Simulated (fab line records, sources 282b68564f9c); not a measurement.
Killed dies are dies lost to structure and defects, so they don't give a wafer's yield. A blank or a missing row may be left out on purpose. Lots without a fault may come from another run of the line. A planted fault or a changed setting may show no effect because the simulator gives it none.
Which tool did it? | flow rit_cmos | 7 lots, 21 wafers sampled, at 1 step of a route of 202

WHAT THE GAUGES READ, wafer by wafer
RIT_PWELL_OVL_MEAS_06.
lot  | measured    | on         | PWELL_OVL (nm)
L495 | day 2 09:27 | overlay-02 | 0.7 2.5 0.9
L497 | day 2 20:19 | overlay-01 | 0.6 0.5 -1.0
L502 | day 3 19:50 | overlay-02 | 0.0 0.4 -0.5
L505 | day 4 12:58 | overlay-01 | -0.4 1.8 1.6
L510 | day 5 12:50 | overlay-01 | -1.2 -0.7 0.8
L513 | day 6 05:02 | overlay-02 | 1.3 3.1 3.4
L515 | day 6 15:07 | overlay-02 | 3.0 3.1 3.4

WHICH TOOL RAN EACH LOT (tool, then ch and the chambers of the sampled wafers, then the start)
The record holds no process step before these readings.

THE ANSWER, worked out from the rows above alone
Rule: what is usual is taken from the lots themselves. Put in order of their means at a reading, lots are off if they are a third of the lots or fewer, leave a main group of 4 or more, and stand apart from it by a gap of 3 or more times the standard deviation of the main group's means; of several such gaps the widest counts. A main group whose means are all the same, to the digits that the tables above print for the reading, isn't used. A lot without any number at a reading at which 4 lots or more have one is off too. The other lots that the step has rows for count as sound.
No lot is off at any reading shown: from this, nothing can be told.

WHAT THE SIMULATOR HAD PUT IN
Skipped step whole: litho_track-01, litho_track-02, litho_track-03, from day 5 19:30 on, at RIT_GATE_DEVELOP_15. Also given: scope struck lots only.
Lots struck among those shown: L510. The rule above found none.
